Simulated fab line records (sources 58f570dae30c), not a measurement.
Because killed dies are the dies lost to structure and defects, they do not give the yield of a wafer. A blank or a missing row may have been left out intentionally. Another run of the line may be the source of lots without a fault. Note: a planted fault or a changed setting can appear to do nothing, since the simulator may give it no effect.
fab line records / flow berkeley-cmos170 / part 2 of 2: steps 26 to 34 of 34
record lots=5 wafers=15 last-day=13
route steps=331 shown BACKSIDE@202 SDANNEAL@204 PSD@206 NSD@207 PLDD@208 NLDD@209 SILICIDE@210 CONTACT@216
lots that met no fault: from a run of the same line without faults
start-h: hours from the record's first day to the start of the lot's first wafer shown / wait-h: hours elapsed since this lot's preceding step / " the same as in the row above / L1.1+2: a single row standing in for several wafers / - no value present, or no start provided / * or withheld: withheld / < > ~ a bound
route shown NAME@n: a module of which the file shows steps, and the number in the route of the first / usual: average and standard deviation across the fault-free wafers / same: alike in all rows / chamber/n: place in a boat / sites: readings site by site / _std_site: how widely they spread, as a standard deviation / _edge_site: the outer-site mean with the inner-site mean subtracted / radius-mm: for every site, how far away it sits from the centre of the wafer / mask NAME#n: copy n / behind: tool/chamber where the wafer was last shaped / hold: the reason the lot was held/the length of the hold in hours/how it ended / device: whichever transistor did not switch (one of n, p or np) / end of line: the same wafers' tests at the end of the route / step lacking rows: just its recipe / killed: the dies lost at the first sort to structure and to defects; this is not the yield of the wafer / map: the dies of a wafer, with x for killed, . for not killed, _ for no die there
set.NAME: the setting the step ran with; set.NAME@STEP: the setting that earlier step ran with / model.NAME: the simulator's own value behind a step, which no gauge read
lots at selected steps of the route; one table per step, one row per wafer
services: a tool's chamber out of use, with start hour (start-h, from the record's first day; less than 0 if before it), hours out, and reason
## steps
# step UCB170_CONTACT_SOFTBAKE_11
# recipe resist=KrF temp-c=130 time-s=60
# usual exhaust-pa=45.0/0.83 plate-temp-C=130.02/0.15
# same time-s=60
lot.wafer=L081.2 tool=litho-track-04 chamber=0 start-h=- wait-h=- exhaust-pa=47.3 plate-temp-C=129.85
lot.wafer=L081.3 tool=litho-track-04 chamber=0 start-h=- wait-h=- exhaust-pa=46.5 plate-temp-C=130.02
lot.wafer=L081.4 tool=litho-track-04 chamber=0 start-h=- wait-h=- exhaust-pa=47.1 plate-temp-C=129.94
lot.wafer=L083.1 tool=litho-track-02 chamber=0 start-h=- wait-h=- exhaust-pa=46.2 plate-temp-C=129.86
lot.wafer=L083.3 tool=litho-track-02 chamber=0 start-h=- wait-h=- exhaust-pa=45.3 plate-temp-C=130.25
lot.wafer=L083.5 tool=litho-track-02 chamber=0 start-h=- wait-h=- exhaust-pa=45.8 plate-temp-C=130.06
lot.wafer=L089.4 tool=litho-track-02 chamber=0 start-h=- wait-h=- exhaust-pa=45.6 plate-temp-C=130.30
lot.wafer=L089.5 tool=litho-track-02 chamber=0 start-h=- wait-h=- exhaust-pa=45.8 plate-temp-C=129.94
lot.wafer=L089.6 tool=litho-track-02 chamber=0 start-h=- wait-h=- exhaust-pa=45.2 plate-temp-C=130.27
lot.wafer=L092.1 tool=litho-track-01 chamber=0 start-h=- wait-h=- exhaust-pa=44.8 plate-temp-C=129.89
lot.wafer=L092.4 tool=litho-track-01 chamber=0 start-h=- wait-h=- exhaust-pa=43.6 plate-temp-C=129.83
lot.wafer=L092.6 tool=litho-track-01 chamber=0 start-h=- wait-h=- exhaust-pa=45.0 plate-temp-C=130.14
lot.wafer=L093.1 tool=litho-track-01 chamber=0 start-h=- wait-h=- exhaust-pa=45.6 plate-temp-C=130.00
lot.wafer=L093.2 tool=litho-track-01 chamber=0 start-h=- wait-h=- exhaust-pa=45.7 plate-temp-C=129.75
lot.wafer=L093.6 tool=litho-track-01 chamber=0 start-h=- wait-h=- exhaust-pa=45.5 plate-temp-C=129.86
# step UCB170_CONTACT_EXPOSE_12
# recipe mask-id=CONT target-cd-nm=700 na=0.5 sigma-outer=0.6 source-shape=conventional dose-mj=35
lot.wafer=L081.2+3+4 tool=krf-scanner-01 chamber=0 start-h=216.92 wait-h=- mask=CONT#0
lot.wafer=L083.1+3+5 tool=krf-scanner-02 chamber=0 start-h=225.13 wait-h=- mask=CONT#0
lot.wafer=L089.4+5+6 tool=krf-scanner-01 chamber=0 start-h=264.81 wait-h=- mask=CONT#0
lot.wafer=L092.1+4+6 tool=krf-scanner-02 chamber=0 start-h=275.79 wait-h=- mask=CONT#0
lot.wafer=L093.1+2+6 tool=krf-scanner-01 chamber=0 start-h=284.71 wait-h=- mask=CONT#0
# step UCB170_CONTACT_PEB_13
# recipe peb-temp-c=130 peb-time-s=withheld resist=KrF
# usual exhaust-pa=44.9/0.98 plate-temp-C=129.97/0.14
lot.wafer=L081.2 tool=litho-track-04 chamber=0 start-h=217.04 wait-h=0.1 exhaust-pa=46.7 plate-temp-C=129.87
lot.wafer=L081.3 tool=litho-track-04 chamber=0 start-h=217.04 wait-h=0.1 exhaust-pa=45.8 plate-temp-C=129.99
lot.wafer=L081.4 tool=litho-track-04 chamber=0 start-h=217.04 wait-h=0.1 exhaust-pa=47.1 plate-temp-C=129.98
lot.wafer=L083.1 tool=litho-track-01 chamber=0 start-h=225.25 wait-h=0.1 exhaust-pa=46.3 plate-temp-C=130.09
lot.wafer=L083.3 tool=litho-track-01 chamber=0 start-h=225.25 wait-h=0.1 exhaust-pa=45.8 plate-temp-C=130.07
lot.wafer=L083.5 tool=litho-track-01 chamber=0 start-h=225.25 wait-h=0.1 exhaust-pa=45.8 plate-temp-C=129.83
lot.wafer=L089.4 tool=litho-track-01 chamber=0 start-h=265.17 wait-h=0.3 exhaust-pa=45.0 plate-temp-C=129.77
lot.wafer=L089.5 tool=litho-track-01 chamber=0 start-h=265.17 wait-h=0.3 exhaust-pa=45.0 plate-temp-C=129.95
lot.wafer=L089.6 tool=litho-track-01 chamber=0 start-h=265.17 wait-h=0.3 exhaust-pa=44.3 plate-temp-C=129.97
lot.wafer=L092.1 tool=litho-track-04 chamber=0 start-h=276.69 wait-h=0.9 exhaust-pa=44.9 plate-temp-C=130.03
lot.wafer=L092.4 tool=litho-track-04 chamber=0 start-h=276.69 wait-h=0.9 exhaust-pa=43.5 plate-temp-C=130.04
lot.wafer=L092.6 tool=litho-track-04 chamber=0 start-h=276.69 wait-h=0.9 exhaust-pa=42.8 plate-temp-C=129.97
lot.wafer=L093.1 tool=litho-track-02 chamber=0 start-h=284.82 wait-h=0.1 exhaust-pa=46.2 plate-temp-C=129.97
lot.wafer=L093.2 tool=litho-track-02 chamber=0 start-h=284.82 wait-h=0.1 exhaust-pa=44.5 plate-temp-C=129.89
lot.wafer=L093.6 tool=litho-track-02 chamber=0 start-h=284.82 wait-h=0.1 exhaust-pa=44.8 plate-temp-C=129.91
# step UCB170_CONTACT_DEVELOP_14
# recipe developer=TMAH develop-time-s=45 resist=KrF dev-temp-c=21
# usual exhaust-pa=44.9/1.1
lot.wafer=L081.2 tool=litho-track-04 chamber=0 start-h=- wait-h=- exhaust-pa=45.3
lot.wafer=L081.3 tool=litho-track-04 chamber=0 start-h=- wait-h=- exhaust-pa=43.5
lot.wafer=L081.4 tool=litho-track-04 chamber=0 start-h=- wait-h=- exhaust-pa=45.1
lot.wafer=L083.1 tool=litho-track-01 chamber=0 start-h=- wait-h=- exhaust-pa=45.3
lot.wafer=L083.3 tool=litho-track-01 chamber=0 start-h=- wait-h=- exhaust-pa=45.7
lot.wafer=L083.5 tool=litho-track-01 chamber=0 start-h=- wait-h=- exhaust-pa=45.3
lot.wafer=L089.4 tool=litho-track-01 chamber=0 start-h=- wait-h=- exhaust-pa=45.7
lot.wafer=L089.5 tool=litho-track-01 chamber=0 start-h=- wait-h=- exhaust-pa=45.2
lot.wafer=L089.6 tool=litho-track-01 chamber=0 start-h=- wait-h=- exhaust-pa=45.6
lot.wafer=L092.1 tool=litho-track-04 chamber=0 start-h=- wait-h=- exhaust-pa=46.6
lot.wafer=L092.4 tool=litho-track-04 chamber=0 start-h=- wait-h=- exhaust-pa=45.6
lot.wafer=L092.6 tool=litho-track-04 chamber=0 start-h=- wait-h=- exhaust-pa=46.4
lot.wafer=L093.1 tool=litho-track-02 chamber=0 start-h=- wait-h=- exhaust-pa=44.5
lot.wafer=L093.2 tool=litho-track-02 chamber=0 start-h=- wait-h=- exhaust-pa=44.8
lot.wafer=L093.6 tool=litho-track-02 chamber=0 start-h=- wait-h=- exhaust-pa=45.4
# step UCB170_CONTACT_CD_MEAS_15
# recipe target-cd-nm=700
# usual cd-nm=700.0/1.6
lot.wafer=L081.2 tool=cd-sem-01 chamber=- start-h=217.31 wait-h=- cd-nm=699.2
lot.wafer=L081.3 tool=cd-sem-01 chamber=- start-h=217.31 wait-h=- cd-nm=699.7
lot.wafer=L081.4 tool=cd-sem-01 chamber=- start-h=217.31 wait-h=- cd-nm=698.8
lot.wafer=L083.1 tool=cd-sem-01 chamber=- start-h=225.53 wait-h=- cd-nm=700.3
lot.wafer=L083.3 tool=cd-sem-01 chamber=- start-h=225.53 wait-h=- cd-nm=700.3
lot.wafer=L083.5 tool=cd-sem-01 chamber=- start-h=225.53 wait-h=- cd-nm=699.4
lot.wafer=L089.4 tool=cd-sem-01 chamber=- start-h=265.43 wait-h=- cd-nm=702.8
lot.wafer=L089.5 tool=cd-sem-01 chamber=- start-h=265.43 wait-h=- cd-nm=701.5
lot.wafer=L089.6 tool=cd-sem-01 chamber=- start-h=265.43 wait-h=- cd-nm=701.9
lot.wafer=L092.1 tool=cd-sem-02 chamber=- start-h=276.97 wait-h=- cd-nm=699.9
lot.wafer=L092.4 tool=cd-sem-02 chamber=- start-h=276.97 wait-h=- cd-nm=699.4
lot.wafer=L092.6 tool=cd-sem-02 chamber=- start-h=276.97 wait-h=- cd-nm=699.8
lot.wafer=L093.1 tool=cd-sem-01 chamber=- start-h=285.10 wait-h=- cd-nm=701.3
lot.wafer=L093.2 tool=cd-sem-01 chamber=- start-h=285.10 wait-h=- cd-nm=700.4
lot.wafer=L093.6 tool=cd-sem-01 chamber=- start-h=285.10 wait-h=- cd-nm=700.5
# step UCB170_CONTACT_OVL_MEAS_16
# usual CONTACT_OVL=1/5.1
lot.wafer=L081.2 tool=overlay-02 chamber=- start-h=217.42 wait-h=0.1 CONTACT_OVL[nm]=12
lot.wafer=L081.3 tool=overlay-02 chamber=- start-h=217.42 wait-h=0.1 CONTACT_OVL[nm]=6
lot.wafer=L081.4 tool=overlay-02 chamber=- start-h=217.42 wait-h=0.1 CONTACT_OVL[nm]=3
lot.wafer=L083.1 tool=overlay-01 chamber=- start-h=225.65 wait-h=0.1 CONTACT_OVL[nm]=-9
lot.wafer=L083.3 tool=overlay-01 chamber=- start-h=225.65 wait-h=0.1 CONTACT_OVL[nm]=-1
lot.wafer=L083.5 tool=overlay-01 chamber=- start-h=225.65 wait-h=0.1 CONTACT_OVL[nm]=-1
lot.wafer=L089.4 tool=overlay-02 chamber=- start-h=265.51 wait-h=0.1 CONTACT_OVL[nm]=8
lot.wafer=L089.5 tool=overlay-02 chamber=- start-h=265.51 wait-h=0.1 CONTACT_OVL[nm]=14
lot.wafer=L089.6 tool=overlay-02 chamber=- start-h=265.51 wait-h=0.1 CONTACT_OVL[nm]=2
lot.wafer=L092.1 tool=overlay-02 chamber=- start-h=277.09 wait-h=0.1 CONTACT_OVL[nm]=0
lot.wafer=L092.4 tool=overlay-02 chamber=- start-h=277.09 wait-h=0.1 CONTACT_OVL[nm]=1
lot.wafer=L092.6 tool=overlay-02 chamber=- start-h=277.09 wait-h=0.1 CONTACT_OVL[nm]=0
lot.wafer=L093.1 tool=overlay-01 chamber=- start-h=285.22 wait-h=0.1 CONTACT_OVL[nm]=-1
lot.wafer=L093.2 tool=overlay-01 chamber=- start-h=285.22 wait-h=0.1 CONTACT_OVL[nm]=2
lot.wafer=L093.6 tool=overlay-01 chamber=- start-h=285.22 wait-h=0.1 CONTACT_OVL[nm]=3
# step UCB170_CONTACT_ETCH_17
# recipe chemistry=N2/H2 target-depth-a=withheld overetch-a=withheld target=BARC time-s=withheld source-w=500 bias-w=100 pressure-mtorr=30 n2-flow-sccm=100 h2-flow-sccm=200
# usual drypump-motor-current-A=5.7/0.39 oes-product-au=1.012/0.024 throttle-valve-pct=13.34/0.12
lot.wafer=L081.2 tool=rie-diel-02 chamber=3 start-h=217.45 wait-h=0.0 drypump-motor-current-A=5.6 oes-product-au=0.997 throttle-valve-pct=13.35
lot.wafer=L081.3 tool=rie-diel-02 chamber=2 start-h=217.45 wait-h=0.0 drypump-motor-current-A=5.8 oes-product-au=1.002 throttle-valve-pct=13.48
lot.wafer=L081.4 tool=rie-diel-02 chamber=0 start-h=217.45 wait-h=0.0 drypump-motor-current-A=5.8 oes-product-au=0.984 throttle-valve-pct=13.35
lot.wafer=L083.1 tool=rie-diel-02 chamber=2 start-h=225.68 wait-h=0.0 drypump-motor-current-A=5.8 oes-product-au=0.998 throttle-valve-pct=13.48
lot.wafer=L083.3 tool=rie-diel-02 chamber=3 start-h=225.68 wait-h=0.0 drypump-motor-current-A=5.6 oes-product-au=1.006 throttle-valve-pct=13.37
lot.wafer=L083.5 tool=rie-diel-02 chamber=1 start-h=225.68 wait-h=0.0 drypump-motor-current-A=5.4 oes-product-au=1.064 throttle-valve-pct=13.31
lot.wafer=L089.4 tool=rie-diel-01 chamber=1 start-h=265.53 wait-h=0.0 drypump-motor-current-A=5.1 oes-product-au=1.027 throttle-valve-pct=13.09
lot.wafer=L089.5 tool=rie-diel-01 chamber=3 start-h=265.53 wait-h=0.0 drypump-motor-current-A=5.7 oes-product-au=1.034 throttle-valve-pct=13.49
lot.wafer=L089.6 tool=rie-diel-01 chamber=2 start-h=265.53 wait-h=0.0 drypump-motor-current-A=5.9 oes-product-au=0.989 throttle-valve-pct=13.37
lot.wafer=L092.1 tool=rie-diel-01 chamber=1 start-h=277.12 wait-h=0.0 drypump-motor-current-A=5.1 oes-product-au=1.023 throttle-valve-pct=13.12
lot.wafer=L092.4 tool=rie-diel-01 chamber=3 start-h=277.12 wait-h=0.0 drypump-motor-current-A=5.7 oes-product-au=1.029 throttle-valve-pct=13.49
lot.wafer=L092.6 tool=rie-diel-01 chamber=1 start-h=277.12 wait-h=0.0 drypump-motor-current-A=5.1 oes-product-au=1.017 throttle-valve-pct=13.10
lot.wafer=L093.1 tool=rie-diel-01 chamber=3 start-h=285.26 wait-h=0.0 drypump-motor-current-A=5.8 oes-product-au=1.026 throttle-valve-pct=13.49
lot.wafer=L093.2 tool=rie-diel-01 chamber=2 start-h=285.26 wait-h=0.0 drypump-motor-current-A=6.0 oes-product-au=0.970 throttle-valve-pct=13.37
lot.wafer=L093.6 tool=rie-diel-01 chamber=2 start-h=285.26 wait-h=0.0 drypump-motor-current-A=5.9 oes-product-au=0.976 throttle-valve-pct=13.37
# step UCB170_CONTACT_ETCH_18
# recipe chemistry=CHF3/CF4/Ar target=PSG stop-on=TiSi2 CHF3_flow_sccm=45 cf4-flow-sccm=15 Ar_flow_sccm=150 pressure-mtorr=200 rf-w=700 target-depth-a=8400 over-etch-frac=0.2 time-s=195
# usual CHF3_flow_sccm=45.00/0.14 drypump-motor-current-A=5.7/0.39 oes-product-au=0.903/0.01 throttle-valve-pct=6.96/0.08
# same time-s=195
lot.wafer=L081.2 tool=rie-diel-02 chamber=3 start-h=- wait-h=- CHF3_flow_sccm=44.69 drypump-motor-current-A=5.6 oes-product-au=0.898 rf-hours-counter-h=9 throttle-valve-pct=7.02
lot.wafer=L081.3 tool=rie-diel-02 chamber=2 start-h=- wait-h=- CHF3_flow_sccm=45.18 drypump-motor-current-A=5.8 oes-product-au=0.885 rf-hours-counter-h=38 throttle-valve-pct=7.08
lot.wafer=L081.4 tool=rie-diel-02 chamber=0 start-h=- wait-h=- CHF3_flow_sccm=45.05 drypump-motor-current-A=5.8 oes-product-au=0.896 rf-hours-counter-h=6 throttle-valve-pct=6.98
lot.wafer=L083.1 tool=rie-diel-02 chamber=2 start-h=- wait-h=- CHF3_flow_sccm=45.15 drypump-motor-current-A=5.8 oes-product-au=0.895 rf-hours-counter-h=38 throttle-valve-pct=7.09
lot.wafer=L083.3 tool=rie-diel-02 chamber=3 start-h=- wait-h=- CHF3_flow_sccm=44.97 drypump-motor-current-A=5.6 oes-product-au=0.906 rf-hours-counter-h=9 throttle-valve-pct=7.03
lot.wafer=L083.5 tool=rie-diel-02 chamber=1 start-h=- wait-h=- CHF3_flow_sccm=44.72 drypump-motor-current-A=5.4 oes-product-au=0.921 rf-hours-counter-h=- throttle-valve-pct=6.86
lot.wafer=L089.4 tool=rie-diel-01 chamber=1 start-h=- wait-h=- CHF3_flow_sccm=45.00 drypump-motor-current-A=5.1 oes-product-au=0.911 rf-hours-counter-h=59 throttle-valve-pct=6.84
lot.wafer=L089.5 tool=rie-diel-01 chamber=3 start-h=- wait-h=- CHF3_flow_sccm=45.16 drypump-motor-current-A=5.7 oes-product-au=0.913 rf-hours-counter-h=- throttle-valve-pct=7.04
lot.wafer=L089.6 tool=rie-diel-01 chamber=2 start-h=- wait-h=- CHF3_flow_sccm=45.20 drypump-motor-current-A=6.0 oes-product-au=0.907 rf-hours-counter-h=- throttle-valve-pct=6.90
lot.wafer=L092.1 tool=rie-diel-01 chamber=1 start-h=- wait-h=- CHF3_flow_sccm=44.89 drypump-motor-current-A=5.1 oes-product-au=0.891 rf-hours-counter-h=60 throttle-valve-pct=6.84
lot.wafer=L092.4 tool=rie-diel-01 chamber=3 start-h=- wait-h=- CHF3_flow_sccm=45.03 drypump-motor-current-A=5.7 oes-product-au=0.907 rf-hours-counter-h=3 throttle-valve-pct=7.05
lot.wafer=L092.6 tool=rie-diel-01 chamber=1 start-h=- wait-h=- CHF3_flow_sccm=45.13 drypump-motor-current-A=5.1 oes-product-au=0.898 rf-hours-counter-h=- throttle-valve-pct=6.85
lot.wafer=L093.1 tool=rie-diel-01 chamber=3 start-h=- wait-h=- CHF3_flow_sccm=45.12 drypump-motor-current-A=5.7 oes-product-au=0.903 rf-hours-counter-h=3 throttle-valve-pct=7.07
lot.wafer=L093.2 tool=rie-diel-01 chamber=2 start-h=- wait-h=- CHF3_flow_sccm=45.15 drypump-motor-current-A=6.0 oes-product-au=0.893 rf-hours-counter-h=44 throttle-valve-pct=6.89
lot.wafer=L093.6 tool=rie-diel-01 chamber=2 start-h=- wait-h=- CHF3_flow_sccm=45.04 drypump-motor-current-A=5.9 oes-product-au=0.885 rf-hours-counter-h=- throttle-valve-pct=6.90
# step UCB170_CONTACT_STRIP_19
# recipe chemistry=O2 power-w=400 pressure-mtorr=3500 platen-temp-c=withheld o2-flow-sccm=400 overash-fraction=0.5
# usual drypump-motor-current-A=5.6/0.3 o2-flow-sccm=399.8/1.3 oes-product-au=0.725/0.0045
lot.wafer=L081.2 tool=plasma-asher-04 chamber=0 start-h=217.61 wait-h=- drypump-motor-current-A=5.7 o2-flow-sccm=399.9 oes-product-au=0.729 rf-hours-counter-h=41
lot.wafer=L081.3 tool=plasma-asher-04 chamber=1 start-h=217.61 wait-h=- drypump-motor-current-A=5.1 o2-flow-sccm=400.8 oes-product-au=0.725 rf-hours-counter-h=-
lot.wafer=L081.4 tool=plasma-asher-04 chamber=0 start-h=217.61 wait-h=- drypump-motor-current-A=5.7 o2-flow-sccm=399.6 oes-product-au=0.729 rf-hours-counter-h=-
lot.wafer=L083.1 tool=plasma-asher-03 chamber=1 start-h=225.85 wait-h=- drypump-motor-current-A=5.6 o2-flow-sccm=401.1 oes-product-au=0.729 rf-hours-counter-h=44
lot.wafer=L083.3 tool=plasma-asher-03 chamber=0 start-h=225.85 wait-h=- drypump-motor-current-A=6.0 o2-flow-sccm=400.6 oes-product-au=0.724 rf-hours-counter-h=-
lot.wafer=L083.5 tool=plasma-asher-03 chamber=1 start-h=225.85 wait-h=- drypump-motor-current-A=5.6 o2-flow-sccm=402.1 oes-product-au=0.726 rf-hours-counter-h=-
lot.wafer=L089.4 tool=plasma-asher-04 chamber=0 start-h=265.73 wait-h=- drypump-motor-current-A=5.7 o2-flow-sccm=400.5 oes-product-au=0.721 rf-hours-counter-h=-
lot.wafer=L089.5 tool=plasma-asher-04 chamber=0 start-h=265.73 wait-h=- drypump-motor-current-A=5.7 o2-flow-sccm=399.6 oes-product-au=0.727 rf-hours-counter-h=-
lot.wafer=L089.6 tool=plasma-asher-04 chamber=1 start-h=265.73 wait-h=- drypump-motor-current-A=5.1 o2-flow-sccm=399.8 oes-product-au=0.721 rf-hours-counter-h=-
lot.wafer=L092.1 tool=plasma-asher-02 chamber=1 start-h=277.29 wait-h=- drypump-motor-current-A=5.9 o2-flow-sccm=398.8 oes-product-au=0.723 rf-hours-counter-h=60
lot.wafer=L092.4 tool=plasma-asher-02 chamber=0 start-h=277.29 wait-h=- drypump-motor-current-A=5.5 o2-flow-sccm=400.9 oes-product-au=0.729 rf-hours-counter-h=-
lot.wafer=L092.6 tool=plasma-asher-02 chamber=0 start-h=277.29 wait-h=- drypump-motor-current-A=5.5 o2-flow-sccm=399.9 oes-product-au=0.729 rf-hours-counter-h=-
lot.wafer=L093.1 tool=plasma-asher-03 chamber=0 start-h=285.42 wait-h=- drypump-motor-current-A=6.1 o2-flow-sccm=400.6 oes-product-au=0.723 rf-hours-counter-h=51
lot.wafer=L093.2 tool=plasma-asher-03 chamber=1 start-h=285.42 wait-h=- drypump-motor-current-A=5.6 o2-flow-sccm=398.8 oes-product-au=0.721 rf-hours-counter-h=51
lot.wafer=L093.6 tool=plasma-asher-03 chamber=0 start-h=285.42 wait-h=- drypump-motor-current-A=6.0 o2-flow-sccm=398.9 oes-product-au=0.728 rf-hours-counter-h=-
## services
tool=krf-scanner-01 chamber=- start-h=193.91 hours=0.8 kind=pm
tool=rie-diel-01 chamber=3 start-h=194.09 hours=- kind=clean
tool=rie-diel-01 chamber=3 start-h=194.09 hours=19.6 kind=scheduled-down
tool=rie-diel-01 chamber=3 start-h=194.09 hours=19.6 kind=vent-cycle
tool=krf-scanner-02 chamber=0 start-h=202.26 hours=- kind=calibration
tool=plasma-asher-03 chamber=- start-h=207.39 hours=14.6 kind=pm
tool=rie-diel-01 chamber=0 start-h=208.70 hours=1.3 kind=repair
tool=krf-scanner-02 chamber=- start-h=232.45 hours=1.3 kind=pm
tool=plasma-asher-03 chamber=- start-h=233.25 hours=1.2 kind=repair
tool=krf-scanner-02 chamber=- start-h=234.74 hours=0.3 kind=repair
tool=rie-diel-02 chamber=- start-h=237.19 hours=0.5 kind=repair
tool=pvd-sputter-02 chamber=- start-h=240.11 hours=2.1 kind=repair
tool=plasma-asher-04 chamber=- start-h=244.08 hours=7.6 kind=repair
tool=lpcvd-02 chamber=- start-h=258.14 hours=2.3 kind=repair
tool=litho-track-04 chamber=- start-h=280.89 hours=- kind=consumable-replace:filter
tool=rie-diel-01 chamber=0 start-h=284.94 hours=1.3 kind=repair
